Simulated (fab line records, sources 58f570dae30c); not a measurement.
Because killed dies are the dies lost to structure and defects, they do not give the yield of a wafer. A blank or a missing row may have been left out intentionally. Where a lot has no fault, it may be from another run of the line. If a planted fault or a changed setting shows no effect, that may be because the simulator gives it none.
fab line records	flow berkeley-cmos170
[record] lots = 5	wafers = 15	last-day = 11
route steps=331 shown CONTACT@220 M1@238
lots that met no fault: taken from a fault-free run of the same line
start-h: hours from the record's opening day to when the first of the lot's shown wafers began	wait-h: hours from the lot's prior step to this one	" identical to the entry in the row above	L1.1+2: a row that stands for several wafers	- no value, or no start was given	* or withheld: withheld	< > ~ a bound
route shown NAME@n: names a module that has steps shown in the file, with the first one's number in the route	usual: mean/standard deviation taken from wafers without a fault	same: alike in all rows	chamber/n: place in a boat	sites: the reading at each site	_std_site: standard deviation of those values	_edge_site: outer sites' mean less inner sites'	radius-mm: how far each site lies from the wafer's centre	mask NAME#n: copy n	behind: the last tool/chamber to shape the wafer	hold: reason for holding the lot/hours on hold/outcome of the hold	device: the n, p or np transistor that did not switch	end of line: the route-end tests of the same wafers	for a step that has no rows: nothing shown but its recipe	killed: dies lost to structure and defects at the first sort, not the wafer's yield	map: a wafer's dies, x killed, . not, _ none there
set.NAME: the run value of the setting; set.NAME@STEP: its run value at that earlier step	model.NAME: the simulator's own value behind a step, which no gauge read
lots seen at some steps along the route; tables by step, rows by wafer
services: from which hour (start-h, from the record's first day; less than 0 if before it) a tool's chamber was out of use, for how many hours, and why
[[steps]]
[step UCB170_CONTACT_COAT_04]
[recipe] resist = KrF	spin-rpm = 1500	resist-thk-nm = 900
lot.wafer	tool	chamber	start-h	wait-h
L075.3+5+6	litho-track-03	0	142.44	0.1
L076.4+5+6	litho-track-04	0	156.86	0.1
L079.1+2+5	litho-track-03	0	166.25	0.1
L084.2+3+4	litho-track-03	0	191.43	0.1
L096.1+2+5	litho-track-04	0	244.96	0.1
[step UCB170_CONTACT_SOFTBAKE_05]
[recipe] resist = KrF	temp-c = 130	time-s = 60
lot.wafer	tool	chamber	start-h	wait-h
L075.3+5+6	litho-track-03	0	142.59	0.1
L076.4+5+6	litho-track-04	0	157.01	0.1
L079.1+2+5	litho-track-03	0	166.40	0.1
L084.2+3+4	litho-track-03	0	191.58	0.1
L096.1+2+5	litho-track-04	0	245.11	0.1
[step UCB170_CONTACT_STRIP_06]
[recipe] chemistry = O2	power-w = 400	pressure-mtorr = 3500	platen-temp-c = withheld	o2-flow-sccm = 400	overash-fraction = 0.5
[usual] drypump-motor-current-A = 5.65/0.3	oes-product-au = 0.734/0.0046	strip-time-to-endpoint-s = 21.99/0.054
[same] overash-fraction = 0.5
lot.wafer	tool	chamber	start-h	wait-h	drypump-motor-current-A	oes-product-au	rf-hours-counter-h	strip-time-to-endpoint-s
L075.3	plasma-asher-04	1	142.72	0.1	5.36	0.735	-	22.07
L075.5	"	0	"	"	5.46	0.739	-	22.09
L075.6	"	1	"	"	5.37	0.729	-	22.05
L076.4	plasma-asher-02	1	157.11	0.1	5.99	0.738	-	21.88
L076.5	"	1	"	"	5.97	0.736	-	21.94
L076.6	"	0	"	"	5.88	0.739	-	21.88
L079.1	plasma-asher-02	0	166.55	0.1	5.88	0.728	46	21.95
L079.2	"	1	"	"	6.02	0.729	46	21.96
L079.5	"	0	"	"	5.88	0.735	-	22.00
L084.2	plasma-asher-04	0	191.71	0.1	5.45	0.746	8	22.02
L084.3	"	1	"	"	5.38	0.741	-	22.02
L084.4	"	0	"	"	5.44	0.732	-	22.03
L096.1	plasma-asher-02	0	245.26	0.1	5.86	0.750	55	22.02
L096.2	"	1	"	"	6.04	0.743	55	22.02
L096.5	"	0	"	"	5.86	0.734	-	21.99
[step UCB170_CONTACT_CLEAN_07]
[recipe] chemistry = SPM	temp-c = 120	time-s = 600
lot.wafer	tool	chamber	start-h	wait-h
L075.3+5+6	wet-bench-01	1	142.79	0.0
L076.4+5+6	wet-bench-04	0	158.39	1.2
L079.1+2+5	wet-bench-01	0	167.21	0.6
L084.2+3+4	wet-bench-01	2	191.98	0.2
L096.1+2+5	wet-bench-01	1	245.36	0.1
[step UCB170_CONTACT_RTA_08]
[recipe] temp-c = 900	time-s = 10	ambient = N2
[usual] lamp-power-pct = 23.88/0.13	wafer_temp_C_max = 904.5/2.1
lot.wafer	tool	chamber	start-h	wait-h	lamp-power-pct	wafer_temp_C_max
L075.3	rtp-anneal-01	0	142.99	0.0	23.75	906.8
L075.5	"	0	"	"	23.71	906.3
L075.6	"	0	"	"	23.74	907.0
L076.4	rtp-anneal-01	0	158.60	0.0	23.70	908.7
L076.5	"	0	"	"	23.70	906.4
L076.6	"	0	"	"	23.74	906.2
L079.1	rtp-anneal-02	0	167.56	0.0	23.99	902.4
L079.2	"	0	"	"	23.94	903.3
L079.5	"	0	"	"	23.96	903.1
L084.2	rtp-anneal-02	0	192.16	0.0	23.97	901.8
L084.3	"	0	"	"	24.03	902.5
L084.4	"	0	"	"	23.96	902.8
L096.1	rtp-anneal-02	0	245.53	0.0	23.98	903.7
L096.2	"	0	"	"	23.98	904.0
L096.5	"	0	"	"	23.99	904.8
[step UCB170_CONTACT_COAT_09]
[recipe] resist = BARC	temp-c = withheld	time-s = withheld	spin-rpm = 3000	resist-thk-nm = withheld
lot.wafer	tool	chamber	start-h	wait-h
L075.3+5+6	litho-track-04	0	143.08	0.1
L076.4+5+6	litho-track-04	0	158.87	0.3
L079.1+2+5	litho-track-04	0	168.07	0.5
L084.2+3+4	litho-track-02	0	192.24	0.1
L096.1+2+5	litho-track-03	0	246.02	0.5
[step UCB170_CONTACT_COAT_10]
[recipe] resist = KrF	spin-rpm = 1500	resist-thk-nm = 900
lot.wafer	tool	chamber	start-h	wait-h
L075.3+5+6	litho-track-04	0	-	-
L076.4+5+6	litho-track-04	0	-	-
L079.1+2+5	litho-track-04	0	-	-
L084.2+3+4	litho-track-02	0	-	-
L096.1+2+5	litho-track-03	0	-	-
[step UCB170_CONTACT_SOFTBAKE_11]
[recipe] resist = KrF	temp-c = 130	time-s = 60
lot.wafer	tool	chamber	start-h	wait-h
L075.3+5+6	litho-track-04	0	-	-
L076.4+5+6	litho-track-04	0	-	-
L079.1+2+5	litho-track-04	0	-	-
L084.2+3+4	litho-track-02	0	-	-
L096.1+2+5	litho-track-03	0	-	-
[step UCB170_CONTACT_EXPOSE_12]
[recipe] mask-id = CONT	target-cd-nm = 700	na = 0.5	sigma-outer = 0.6	source-shape = conventional	dose-mj = 35
lot.wafer	tool	chamber	start-h	wait-h	mask
L075.3+5+6	krf-scanner-02	0	143.52	-	CONT#0
L076.4+5+6	krf-scanner-02	0	159.30	-	CONT#0
L079.1+2+5	krf-scanner-01	0	168.68	-	CONT#0
L084.2+3+4	krf-scanner-01	0	192.69	-	CONT#0
L096.1+2+5	krf-scanner-02	0	246.47	-	CONT#0
[step UCB170_CONTACT_PEB_13]
[recipe] peb-temp-c = 130	peb-time-s = withheld	resist = KrF
lot.wafer	tool	chamber	start-h	wait-h
L075.3+5+6	litho-track-03	0	143.65	0.1
L076.4+5+6	litho-track-02	0	160.16	0.8
L079.1+2+5	litho-track-02	0	169.10	0.4
L084.2+3+4	litho-track-02	0	192.81	0.1
L096.1+2+5	litho-track-02	0	246.80	0.3
[step UCB170_CONTACT_DEVELOP_14]
[recipe] developer = TMAH	develop-time-s = 45	resist = KrF	dev-temp-c = 21
lot.wafer	tool	chamber	start-h	wait-h
L075.3+5+6	litho-track-03	0	-	-
L076.4+5+6	litho-track-02	0	-	-
L079.1+2+5	litho-track-02	0	-	-
L084.2+3+4	litho-track-02	0	-	-
L096.1+2+5	litho-track-02	0	-	-
[step UCB170_CONTACT_CD_MEAS_15]
[recipe] target-cd-nm = 700
[usual] cd-nm = 700.2/1.2
lot.wafer	tool	chamber	start-h	wait-h	cd-nm
L075.3	cd-sem-01	-	143.97	-	699.0
L075.5	"	-	"	"	700.2
L075.6	"	-	"	"	699.7
L076.4	cd-sem-01	-	160.45	-	701.5
L076.5	"	-	"	"	702.3
L076.6	"	-	"	"	701.6
L079.1	cd-sem-01	-	169.58	-	701.8
L079.2	"	-	"	"	700.1
L079.5	"	-	"	"	700.1
L084.2	cd-sem-02	-	193.09	-	700.5
L084.3	"	-	"	"	699.3
L084.4	"	-	"	"	700.3
L096.1	cd-sem-01	-	247.08	-	700.8
L096.2	"	-	"	"	701.8
L096.5	"	-	"	"	701.2
[step UCB170_CONTACT_OVL_MEAS_16]
[usual] CONTACT_OVL = 0/6.4
lot.wafer	tool	chamber	start-h	wait-h	CONTACT_OVL[nm]
L075.3	overlay-01	-	144.06	0.1	5
L075.5	"	-	"	"	9
L075.6	"	-	"	"	-1
L076.4	overlay-01	-	160.52	0.1	-6
L076.5	"	-	"	"	1
L076.6	"	-	"	"	4
L079.1	overlay-02	-	169.70	0.1	-2
L079.2	"	-	"	"	-6
L079.5	"	-	"	"	-4
L084.2	overlay-02	-	193.19	0.1	11
L084.3	"	-	"	"	-3
L084.4	"	-	"	"	3
L096.1	overlay-02	-	247.20	0.1	8
L096.2	"	-	"	"	8
L096.5	"	-	"	"	9
[step UCB170_CONTACT_ETCH_17]
[recipe] chemistry = N2/H2	target-depth-a = withheld	overetch-a = withheld	target = BARC	time-s = withheld	source-w = 500	bias-w = 100	pressure-mtorr = 30	n2-flow-sccm = 100	h2-flow-sccm = 200
[usual] drypump-motor-current-A = 5.8/0.41	n2-flow-sccm = 100.00/0.28	oes-product-au = 0.997/0.014	throttle-valve-pct = 13.31/0.15
lot.wafer	tool	chamber	start-h	wait-h	drypump-motor-current-A	n2-flow-sccm	oes-product-au	throttle-valve-pct
L075.3	rie-diel-02	0	144.08	0.0	5.6	99.60	1.000	13.49
L075.5	"	3	"	"	5.7	100.28	1.003	13.34
L075.6	"	2	"	"	6.4	100.13	1.021	13.28
L076.4	rie-diel-02	1	160.54	0.0	5.0	99.99	1.017	13.32
L076.5	"	1	"	"	5.0	99.57	1.016	13.34
L076.6	"	2	"	"	6.3	100.33	1.015	13.27
L079.1	rie-diel-01	2	169.73	0.0	5.6	99.97	0.992	13.69
L079.2	"	3	"	"	6.0	100.05	0.967	13.35
L079.5	"	2	"	"	5.6	99.92	0.992	13.69
L084.2	rie-diel-02	3	193.22	0.0	5.8	100.26	0.995	13.32
L084.3	"	1	"	"	5.0	99.81	1.011	13.32
L084.4	"	3	"	"	5.7	100.15	0.990	13.33
L096.1	rie-diel-04	3	247.23	0.0	6.4	100.40	0.982	13.25
L096.2	"	0	"	"	5.5	99.64	0.996	13.26
L096.5	"	1	"	"	5.7	99.78	1.001	13.35
[step UCB170_CONTACT_ETCH_18]
[recipe] chemistry = CHF3/CF4/Ar	target = PSG	stop-on = TiSi2	CHF3_flow_sccm = 45	cf4-flow-sccm = 15	Ar_flow_sccm = 150	pressure-mtorr = 200	rf-w = 700	target-depth-a = 8400	over-etch-frac = 0.2	time-s = 195
[usual] drypump-motor-current-A = 5.8/0.41	oes-product-au = 0.895/0.011	throttle-valve-pct = 6.94/0.1
lot.wafer	tool	chamber	start-h	wait-h	drypump-motor-current-A	oes-product-au	rf-hours-counter-h	throttle-valve-pct
L075.3	rie-diel-02	0	-	-	5.6	0.899	17	7.04
L075.5	"	3	"	"	5.7	0.897	-	6.98
L075.6	"	2	"	"	6.3	0.908	-	6.88
L076.4	rie-diel-02	1	-	-	5.0	0.861	149	7.02
L076.5	"	1	"	"	5.0	0.880	-	7.00
L076.6	"	2	"	"	6.3	0.907	-	6.91
L079.1	rie-diel-01	2	-	-	5.6	0.899	39	7.17
L079.2	"	3	"	"	6.0	0.889	12	6.97
L079.5	"	2	"	"	5.6	0.901	-	7.18
L084.2	rie-diel-02	3	-	-	5.7	0.898	68	6.97
L084.3	"	1	"	"	5.0	0.891	151	7.02
L084.4	"	3	"	"	5.7	0.913	-	6.97
L096.1	rie-diel-04	3	-	-	6.5	0.894	116	6.87
L096.2	"	0	"	"	5.5	0.879	34	6.89
L096.5	"	1	"	"	5.7	0.913	-	6.90
[step UCB170_CONTACT_STRIP_19]
[recipe] chemistry = O2	power-w = 400	pressure-mtorr = 3500	platen-temp-c = withheld	o2-flow-sccm = 400	overash-fraction = 0.5
[usual] drypump-motor-current-A = 5.7/0.32	oes-product-au = 0.725/0.005
[same] overash-fraction = 0.5
lot.wafer	tool	chamber	start-h	wait-h	drypump-motor-current-A	oes-product-au	rf-hours-counter-h
L075.3	plasma-asher-03	1	144.29	-	5.2	0.734	-
L075.5	"	1	"	"	5.1	0.726	-
L075.6	"	0	"	"	5.8	0.724	-
L076.4	plasma-asher-02	1	160.74	-	6.0	0.716	-
L076.5	"	1	"	"	6.0	0.730	-
L076.6	"	0	"	"	5.9	0.740	-
L079.1	plasma-asher-03	0	169.90	-	5.9	0.730	41
L079.2	"	1	"	"	5.2	0.726	41
L079.5	"	1	"	"	5.2	0.736	-
L084.2	plasma-asher-02	1	193.39	-	6.0	0.718	49
L084.3	"	0	"	"	5.8	0.731	-
L084.4	"	1	"	"	6.0	0.718	-
L096.1	plasma-asher-04	1	247.40	-	5.4	0.732	14
L096.2	"	0	"	"	5.5	0.726	14
L096.5	"	0	"	"	5.5	0.721	-
[step UCB170_CONTACT_CD_MEAS_90]
[recipe] target-cd-nm = 700
[usual] cd-nm = 700.1/1.6
lot.wafer	tool	chamber	start-h	wait-h	cd-nm
L075.3	cd-sem-01	-	144.40	0.1	697.5
L075.5	"	-	"	"	700.2
L075.6	"	-	"	"	698.4
L076.4	cd-sem-01	-	160.87	0.1	703.7
L076.5	"	-	"	"	704.6
L076.6	"	-	"	"	701.5
L079.1	cd-sem-01	-	170.30	0.4	701.3
L079.2	"	-	"	"	699.6
L079.5	"	-	"	"	700.0
L084.2	cd-sem-01	-	193.51	0.1	700.7
L084.3	"	-	"	"	700.7
L084.4	"	-	"	"	700.7
L096.1	cd-sem-01	-	247.50	0.1	699.7
L096.2	"	-	"	"	702.2
L096.5	"	-	"	"	700.4
[step UCB170_CONTACT_CLEAN_20]
[recipe] chemistry = SPM	temp-c = 120	time-s = 600
lot.wafer	tool	chamber	start-h	wait-h
L075.3+5+6	wet-bench-01	1	144.48	0.1
L076.4+5+6	wet-bench-04	3	160.93	0.0
L079.1+2+5	wet-bench-04	0	170.42	0.1
L084.2+3+4	wet-bench-01	1	193.74	0.2
L096.1+2+5	wet-bench-01	2	247.64	0.1
[step UCB170_M1_SPUTTER_00]
[recipe] material = Al	target-thk-nm = 600	time-s = 80	power-w = 6000	chamber-pressure-pa = 0.5
[usual] throttle-valve-pct = 29.5/1.1
lot.wafer	tool	chamber	start-h	wait-h	throttle-valve-pct
L075.3	pvd-sputter-02	-	144.67	0.0	29.5
L075.5	"	-	"	"	31.6
L075.6	"	-	"	"	29.4
L076.4	pvd-sputter-02	-	161.10	0.0	32.0
L076.5	"	-	"	"	29.3
L076.6	"	-	"	"	31.8
L079.1	pvd-sputter-02	-	170.59	0.0	28.5
L079.2	"	-	"	"	28.2
L079.5	"	-	"	"	28.4
L084.2	pvd-sputter-02	-	193.91	0.0	28.6
L084.3	"	-	"	"	29.4
L084.4	"	-	"	"	31.8
L096.1	pvd-sputter-03	-	247.82	0.0	30.0
L096.2	"	-	"	"	28.2
L096.5	"	-	"	"	30.1
[step UCB170_M1_RS_MEAS_01]
[recipe] thk-meas-gauge = four-point-probe	reads = Al_of_M1_SPUTTER_00
[usual] M1_AL_RS = 0.0485/0.00062
lot.wafer	tool	chamber	start-h	wait-h	M1_AL_RS[ohm/sq]
L075.3	film-metro-02	-	144.77	0.1	0.0491
L075.5	"	-	"	"	0.0490
L075.6	"	-	"	"	0.0488
L076.4	film-metro-03	-	161.23	0.1	0.0487
L076.5	"	-	"	"	0.0493
L076.6	"	-	"	"	0.0488
L079.1	film-metro-02	-	170.65	0.0	0.0494
L079.2	"	-	"	"	0.0489
L079.5	"	-	"	"	0.0492
L084.2	film-metro-01	-	194.00	0.1	0.0482
L084.3	"	-	"	"	0.0481
L084.4	"	-	"	"	0.0481
L096.1	film-metro-01	-	247.88	0.0	0.0489
L096.2	"	-	"	"	0.0484
L096.5	"	-	"	"	0.0488
[step UCB170_M1_THK_MEAS_02]
[recipe] thk-meas-gauge = xrf	reads = Al_of_M1_SPUTTER_00
[usual] M1_AL_THK = 596/8.1
lot.wafer	tool	chamber	start-h	wait-h	M1_AL_THK[nm]
L075.3	film-metro-02	-	144.87	0.1	591
L075.5	"	-	"	"	589
L075.6	"	-	"	"	596
L076.4	film-metro-03	-	161.32	0.1	594
L076.5	"	-	"	"	587
L076.6	"	-	"	"	592
L079.1	film-metro-02	-	170.77	0.1	582
L079.2	"	-	"	"	592
L079.5	"	-	"	"	585
L084.2	film-metro-01	-	194.11	0.1	599
L084.3	"	-	"	"	599
L084.4	"	-	"	"	598
L096.1	film-metro-01	-	248.00	0.1	588
L096.2	"	-	"	"	595
L096.5	"	-	"	"	591
[step UCB170_M1_COAT_03]
[recipe] resist = BARC	temp-c = withheld	time-s = withheld	spin-rpm = 3000	resist-thk-nm = withheld
lot.wafer	tool	chamber	start-h	wait-h
L075.3+5+6	litho-track-01	0	144.96	0.1
L076.4+5+6	litho-track-01	0	161.72	0.4
L079.1+2+5	litho-track-04	0	171.08	0.3
L084.2+3+4	litho-track-02	0	194.82	0.7
L096.1+2+5	litho-track-02	0	248.43	0.4
[[services]]
tool	chamber	start-h	hours	kind
plasma-asher-04	-	123.07	2.8	pm
plasma-asher-04	-	132.69	1.2	repair
rie-diel-04	1	132.81	3.4	repair
rie-diel-04	-	134.90	0.2	repair
krf-scanner-02	-	135.52	3.6	pm
krf-scanner-02	-	145.82	1.3	pm
krf-scanner-02	-	148.86	0.8	pm
pvd-sputter-03	-	152.73	2.7	repair
krf-scanner-01	-	152.99	0.8	pm
krf-scanner-02	-	153.74	1.0	pm
pvd-sputter-03	-	158.38	3.0	repair
plasma-asher-03	-	159.38	0.9	repair
rtp-anneal-01	-	165.01	3.7	pm
krf-scanner-02	-	165.39	4.0	pm
rie-diel-02	2	176.82	-	clean
rie-diel-02	2	176.82	27.2	scheduled-down
rie-diel-02	2	176.82	27.2	vent-cycle
pvd-sputter-02	-	202.42	2.7	repair
rie-diel-02	1	205.29	5.3	repair
rie-diel-02	1	210.56	-	clean
rie-diel-02	1	210.56	27.6	scheduled-down
rie-diel-02	1	210.56	27.6	vent-cycle
krf-scanner-01	-	228.59	1.0	pm
rie-diel-04	2	245.35	12.3	repair
[[key]]
fault none
